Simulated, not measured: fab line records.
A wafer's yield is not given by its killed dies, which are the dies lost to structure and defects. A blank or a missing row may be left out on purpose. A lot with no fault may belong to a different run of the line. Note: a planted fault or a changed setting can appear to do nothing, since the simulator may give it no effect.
Which of the tools did it?    flow berkeley-cmos170    Sampling: 13 lots, 39 wafers, 7 of 331 route steps

WHAT THE GAUGES READ, wafer by wafer
UCB170_CONTACT_CD_MEAS_15: the cd target is 700 nm. Usual: 699.9 nm for cd-nm, sd 1.3.
lot   measured      on         cd-nm (nm)         flag
L448  day 8 13:58   cd-sem-02  698.9 699.8 700.9  
L450  day 8 15:01   cd-sem-02  698.1 697.4 698.1  
L447  day 8 15:08   cd-sem-01  700.5 700.3 700.3  
L449  day 8 15:23   cd-sem-02  699.8 699.3 699.4  
L446  day 8 15:52   cd-sem-02  701.6 703.5 701.9  
L453  day 9 13:33   cd-sem-02  698.0 698.3 699.5  
L451  day 9 15:33   cd-sem-01  698.4 697.8 699.6  
L457  day 9 21:56   cd-sem-02  698.6 700.0 699.9  
L456  day 9 23:07   cd-sem-02  697.9 698.1 698.3  
L462  day 11 07:10  cd-sem-02  700.1 700.2 700.7  
L461  day 11 07:16  cd-sem-01  702.8 702.1 701.7  
L464  day 12 02:51  cd-sem-02  698.9 699.4 698.7  
L466  day 12 13:53  cd-sem-02  701.5 701.5 701.3  

UCB170_V1_BOW_MEAS_03. Usual: V1_BOW typically reads 19 um, with standard deviation 6.8.
lot   measured      on             V1_BOW (um)  flag
L448  day 8 18:37   film-metro-01  11 13 17     
L450  day 8 19:55   film-metro-01  24 30 10     
L447  day 8 20:14   film-metro-02  25 18 21     
L449  day 8 19:55   film-metro-04  24 20 18     
L446  day 8 21:19   film-metro-04  37 26 29     
L453  day 9 19:29   film-metro-04  19 24 22     
L451  day 9 20:50   film-metro-02  16 15 15     
L457  day 10 03:13  film-metro-04  22 23 8      
L456  day 10 04:34  film-metro-02  30 25 16     
L462  day 11 12:00  film-metro-04  19 21 16     
L461  day 11 13:25  film-metro-01  21 17 10     
L464  day 12 08:34  film-metro-02  12 18 22     
L466  day 12 19:31  film-metro-01  15 16 22     

UCB170_M2_RS_MEAS_02: measures by four-point-probe. Usual: M2_AL_RS typically reads 0.0323 ohm/sq, with standard deviation 0.00036.
lot   measured      on             M2_AL_RS (ohm/sq)     flag
L448  day 8 23:37   film-metro-03  0.0326 0.0326 0.0325  
L450  day 8 23:41   film-metro-01  0.0322 0.0326 0.0322  
L447  day 8 23:58   film-metro-02  0.0321 0.0322 0.0320  
L449  day 8 23:24   film-metro-02  0.0320 0.0319 0.0321  
L446  day 9 00:14   film-metro-01  0.0320 0.0320 0.0316  
L453  day 9 21:59   film-metro-03  0.0328 0.0329 0.0327  
L451  day 9 23:39   film-metro-03  0.0326 0.0327 0.0331  
L457  day 10 06:50  film-metro-02  0.0328 0.0324 0.0330  
L456  day 10 07:08  film-metro-03  0.0349 0.0321 0.0349  OFF
L462  day 11 16:35  film-metro-02  0.0320 0.0320 0.0320  
L461  day 11 16:28  film-metro-03  0.0325 0.0321 0.0322  
L464  day 12 11:23  film-metro-03  0.0327 0.0329 0.0329  
L466  day 12 22:32  film-metro-02  0.0324 0.0328 0.0325  

UCB170_M2_THK_MEAS_03: measures by xrf. Usual: M2_AL_THK typically reads 912 nm, with standard deviation 11.
lot   measured      on             M2_AL_THK (nm)  flag
L448  day 8 23:43   film-metro-03  910 908 907     
L450  day 8 23:49   film-metro-01  906 902 905     
L447  day 9 00:04   film-metro-02  918 909 921     
L449  day 8 23:31   film-metro-02  919 923 920     
L446  day 9 00:20   film-metro-01  909 915 922     
L453  day 9 22:06   film-metro-03  904 899 903     
L451  day 9 23:45   film-metro-03  908 907 894     
L457  day 10 06:58  film-metro-02  893 897 885     
L456  day 10 07:15  film-metro-03  842 914 843     OFF
L462  day 11 16:43  film-metro-02  916 917 919     
L461  day 11 16:35  film-metro-03  914 927 930     
L464  day 12 11:29  film-metro-03  905 901 906     
L466  day 12 22:38  film-metro-02  914 901 910     

UCB170_M2_CD_MEAS_90: the cd target is 700 nm. Usual: 701 nm for cd-nm, sd 3.2.
lot   measured      on         cd-nm (nm)   flag
L448  day 9 04:52   cd-sem-02  702 697 698  
L450  day 9 05:04   cd-sem-02  706 699 700  
L447  day 9 05:08   cd-sem-01  706 702 703  
L449  day 9 03:52   cd-sem-02  701 706 706  
L446  day 9 05:22   cd-sem-02  703 699 701  
L453  day 10 01:29  cd-sem-02  699 706 703  
L451  day 10 02:30  cd-sem-02  704 701 702  
L457  day 10 09:53  cd-sem-02  695 706 702  
L456  day 10 10:02  cd-sem-01  698 695 704  
L462  day 11 19:58  cd-sem-02  701 696 698  
L461  day 11 19:28  cd-sem-02  701 702 700  
L464  day 12 13:37  cd-sem-01  697 696 699  
L466  day 13 01:50  cd-sem-01  701 697 702  

TOOL THAT RAN EACH LOT (tool first, then ch and the chambers of the sampled wafers, then the start)
lot   UCB170_M2_SPUTTER_01          UCB170_M2_METAL_ETCH_18
L448  pvd-sputter-03, day 8 23:29   rie-metal-01 ch 0,1, day 9 04:36
L450  pvd-sputter-02, day 8 23:37   rie-metal-03 ch 0,1, day 9 04:46
L447  pvd-sputter-04, day 8 23:52   rie-metal-02 ch 0,1, day 9 04:46
L449  pvd-sputter-04, day 8 23:19   rie-metal-02 ch 0,1, day 9 03:35
L446  pvd-sputter-03, day 9 00:06   rie-metal-01 ch 0,1, day 9 04:56
L453  pvd-sputter-02, day 9 21:53   rie-metal-03 ch 0,1, day 10 01:11
L451  pvd-sputter-03, day 9 23:32   rie-metal-03 ch 0,1, day 10 02:14
L457  pvd-sputter-02, day 10 06:46  rie-metal-03 ch 0,1, day 10 09:36
L456  pvd-sputter-03, day 10 07:02  rie-metal-01 ch 0,1, day 10 09:37
L462  pvd-sputter-02, day 11 16:30  rie-metal-01 ch 0,1, day 11 19:41
L461  pvd-sputter-04, day 11 16:23  rie-metal-03 ch 0,1, day 11 19:11
L464  pvd-sputter-02, day 12 11:16  rie-metal-02 ch 0,1, day 12 13:21
L466  pvd-sputter-04, day 12 22:25  rie-metal-02 ch 0,1, day 13 01:34
- UCB170_M2_SPUTTER_01: material Al, target thk 900 nm, time 120 s.
- UCB170_M2_METAL_ETCH_18: etches Al in Cl2/BCl3, stops on SiO2, target depth 1170 nm, time 195 s.

WHAT THE TOOLS THEMSELVES READ (means of the sampled wafers that have a number; where no wafer has one, the mark that the record gives instead)
UCB170_M2_SPUTTER_01. Usual: chamber-pressure-pa 0.5000 Pa, standard deviation 0.00082; throttle-valve-pct 29.9 %, standard deviation 0.91.
lot   tool            chamber-pressure-pa (Pa)  throttle-valve-pct (%)  flag
L448  pvd-sputter-03  0.4997                    28.7                    
L450  pvd-sputter-02  0.5003                    29.6                    
L447  pvd-sputter-04  0.5009                    30.7                    
L449  pvd-sputter-04  0.5001                    30.6                    
L446  pvd-sputter-03  0.4991                    29.9                    
L453  pvd-sputter-02  0.5005                    29.6                    
L451  pvd-sputter-03  0.4998                    29.6                    
L457  pvd-sputter-02  0.5005                    29.5                    
L456  pvd-sputter-03  0.5941                    28.2                    OFF
L462  pvd-sputter-02  0.5002                    30.2                    
L461  pvd-sputter-04  0.5007                    30.3                    
L464  pvd-sputter-02  0.5012                    29.6                    
L466  pvd-sputter-04  0.5005                    30.0                    

UCB170_M2_METAL_ETCH_18. Usual: drypump-motor-current-A 5.8 A, standard deviation 0.64; oes-product-au 0.850 a.u., standard deviation 0.012; throttle-valve-pct 24.57 %, standard deviation 0.25.
lot   tool          drypump-motor-current-A (A)  oes-product-au (a.u.)  throttle-valve-pct (%)  flag
L448  rie-metal-01  5.7                          0.854                  24.27                   
L450  rie-metal-03  6.2                          0.850                  24.81                   
L447  rie-metal-02  6.1                          0.856                  24.53                   
L449  rie-metal-02  5.5                          0.856                  24.61                   
L446  rie-metal-01  5.3                          0.852                  24.42                   
L453  rie-metal-03  6.2                          0.842                  24.82                   
L451  rie-metal-03  6.2                          0.843                  24.83                   
L457  rie-metal-03  6.2                          0.845                  24.78                   
L456  rie-metal-01  5.7                          0.837                  24.27                   
L462  rie-metal-01  5.7                          0.859                  24.25                   
L461  rie-metal-03  6.2                          0.853                  24.77                   
L464  rie-metal-02  5.5                          0.838                  24.61                   
L466  rie-metal-02  5.6                          0.844                  24.61                   

THE ANSWER, worked out from the rows above alone
Rule: take the mean of a lot's wafers that have a number; if it is more than 3 standard deviations from the usual mean, the lot is off. Also off: a lot with no number at a reading for which 4 or more lots have one. Where the step has rows for the other lots, those lots are counted as sound. After the gauges, taken in route order, come the tools' own readings; for these a lot's mean is taken, as printed above. At the first step where some lot is off, the reading lying furthest off is the one used; lots without a number count as furthest.
Off: at UCB170_M2_RS_MEAS_02 (M2_AL_RS), L456.
If a tool, at a process step before that reading, ran all the lots that are off and no sound lot after the first of them, it fits. The gauges at UCB170_M2_RS_MEAS_02 aren't tried: what is off there is off at UCB170_M2_SPUTTER_01 too, on other tools, and a gauge's error can't cause that. One fits: pvd-sputter-03 at UCB170_M2_SPUTTER_01. A fault onset in the window from L451 (day 9 23:32, its last sound lot) to L456 (day 10 07:02, its first lot off) fits.
On the lots that are off, the tool's own readings at UCB170_M2_SPUTTER_01 differ by more than 5 times the standard deviation of the sound lots' means, which bears it out; chamber-pressure-pa reads 0.5941 Pa there versus 0.5003 Pa on the sound lots.

WHAT THE SIMULATOR HAD PUT IN
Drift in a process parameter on pvd-sputter-03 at UCB170_M2_SPUTTER_01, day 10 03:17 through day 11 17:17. A move of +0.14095 in setting chamber-pressure-pa, from 0.5. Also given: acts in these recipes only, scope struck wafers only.
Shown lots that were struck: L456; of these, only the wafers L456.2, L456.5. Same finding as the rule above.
